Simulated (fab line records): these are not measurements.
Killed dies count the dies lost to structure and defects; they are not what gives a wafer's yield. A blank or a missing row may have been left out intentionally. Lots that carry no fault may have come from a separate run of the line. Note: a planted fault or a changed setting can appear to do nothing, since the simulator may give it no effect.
Struck lot and sound lot, side by side	flow berkeley cmos170	28 steps out of a route of 331
Sound: wafers L927.2, L927.4, L927.6. Struck: wafer L935.2. (L935.4, L935.5 of the same lot were not struck and are left out.) The cause comes at the end.
Per side, at each step with rows, come the tool, then ch with its chambers, and then its first start. Under that, the readings that differ: sound wafers	struck wafers	difference of the means	sigmas: that difference in standard deviations of wafers without a fault.
alike: a reading whose means differ by less than 2 such deviations, as well as words and numbers matching on both sides. not compared: withheld readings; readings where some wafer has no value; bounds like >300 that might hide an equal value; numbers whose values overlap and for which the record gives no deviation.
A row with sigmas, a row that says differs or no value, or rows on one side alone: a step with any of these is where the two part. When numbers do not overlap yet have no deviation, they are printed without sigmas and do not part them. Lack of a reading on every wafer of one side parts them only where that side has two or more wafers.

first, 6 steps without rows for these wafers: UCB170_M2_COAT_09; UCB170_M2_COAT_10 (resist thk 900 nm); UCB170_M2_SOFTBAKE_11 (time 60 s); UCB170_M2_EXPOSE_12 (exposes mask METAL2, target cd 700 nm); UCB170_M2_PEB_13; UCB170_M2_DEVELOP_14 (develop time 45 s).
UCB170_M2_CD_MEAS_15 targets a cd of 700 nm.
  sound on cd sem-02 at day 9 03:20; struck on cd sem-02 at day 10 09:35
  alike: cd nm
UCB170_M2_OVL_MEAS_16:
  sound on overlay-02 at day 9 03:27; struck on overlay-01 at day 10 09:41
  alike: M2_OVL
UCB170_M2_ETCH_17: etches BARC in N2/H2.
  sound on rie diel-02 ch 0,1,2, day 9 03:29; struck on rie diel-01 ch 0, day 10 09:43
  alike: drypump motor current A, oes product au, rf fwd power W, throttle valve pct
UCB170_M2_METAL_ETCH_18: etches Al in Cl2/BCl3, stops on SiO2, target depth 1170 nm, time 195 s.
  sound on rie metal-02 ch 0,1, day 9 03:31; struck on rie metal-03 ch 0, day 10 09:46
reading	sound	struck	difference	sigmas
throttle valve pct (%)	24.35 24.70 24.70	24.12	-0.46	-2
  alike: drypump motor current A, he backside leak sccm, oes product au, rf fwd power W
  not compared: rf hours counter h
UCB170_M2_STRIP_19: strips in O2.
  sound on plasma asher-04 ch 0,1, day 9 03:43; struck on plasma asher-04 ch 1, day 10 09:56
  alike: drypump motor current A, oes product au
  not compared: rf hours counter h
UCB170_M2_CD_MEAS_90 targets a cd of 700 nm.
  sound on cd sem-02 at day 9 03:50; struck on cd sem-02 at day 10 10:04
  alike: cd nm
UCB170_V2_CVD_00: deposits SiO2 from TEOS/O2, target thk 2000 nm, time 250 s.
  sound on pecvd-01 ch 0,2, day 9 03:56; struck on pecvd-03 ch 2, day 10 10:10
  alike: heater power w, rf fwd power W
UCB170_V2_THK_MEAS_01:
  sound on film metro-02 at day 9 04:05; struck on film metro-03 at day 10 10:20
reading	sound	struck	difference	sigmas
V2_TEOS_THK (nm)	1958 2000 2028	1703	-292	-11
UCB170_V2_CMP_02: polishes SiO2.
  sound on cmp-02 ch 1,2,3, day 9 04:14; struck on cmp-01 ch 2, day 10 10:23
  alike: motor current A, slurry filter dp kPa
UCB170_V2_BOW_MEAS_03:
  sound on film metro-01 at day 9 04:28; struck on film metro-02 at day 10 10:42
  alike: V2_BOW
UCB170_V2_THK_MEAS_04:
  sound on film metro-01 at day 9 04:34; struck on film metro-02 at day 10 10:49
reading	sound	struck	difference	sigmas
V2_POLISHED_THK (nm)	999.7 1000.5 1000.8	745.8	-254.5	-99 or more
then, 7 steps without rows for these wafers: UCB170_V2_CLEAN_05 (cleans in DIW); UCB170_V2_HMDS_06 (prime time 60 s); UCB170_V2_COAT_07 (resist thk 900 nm); UCB170_V2_SOFTBAKE_08 (time 60 s); UCB170_V2_EXPOSE_09 (exposes mask VIA2, target cd 700 nm); UCB170_V2_PEB_10; UCB170_V2_DEVELOP_11 (develop time 45 s).
UCB170_V2_CD_MEAS_12 targets a cd of 700 nm.
  sound on cd sem-02 at day 9 05:44; struck on cd sem-02 at day 10 12:51
reading	sound	struck	difference	sigmas
cd nm (nm)	697.5 698.8 698.2	700.8	+2.6	+2
UCB170_V2_OVL_MEAS_13:
  sound on overlay-01 at day 9 05:50; struck on overlay-01 at day 10 12:58
  alike: V2_OVL
UCB170_V2_ETCH_14: etches SiO2 in CHF3/CF4/Ar, stops on Al, target depth 1250 nm, time 291 s.
  sound on rie diel-04 ch 0,2, day 9 05:52; struck on rie diel-03 ch 1, day 10 12:59
reading	sound	struck	difference	sigmas
oes product au (a.u.)	0.870 0.862 0.873	0.739	-0.129	-9
  alike: CHF3_flow_sccm, drypump motor current A, rf fwd power W, throttle valve pct
  not compared: rf hours counter h
UCB170_V2_STRIP_15: strips in O2.
  sound on plasma asher-04 ch 0,1, day 9 06:03; struck on plasma asher-02 ch 1, day 10 13:10
  alike: drypump motor current A, oes product au, strip time to endpoint s
  not compared: rf hours counter h

WHERE THEY PART
Earliest at UCB170_M2_METAL_ETCH_18; latest, in this record, at UCB170_V2_ETCH_14. Later steps at which nothing parts them and some readings are alike: UCB170_V2_STRIP_15.

WHY: the cause the simulator had injected
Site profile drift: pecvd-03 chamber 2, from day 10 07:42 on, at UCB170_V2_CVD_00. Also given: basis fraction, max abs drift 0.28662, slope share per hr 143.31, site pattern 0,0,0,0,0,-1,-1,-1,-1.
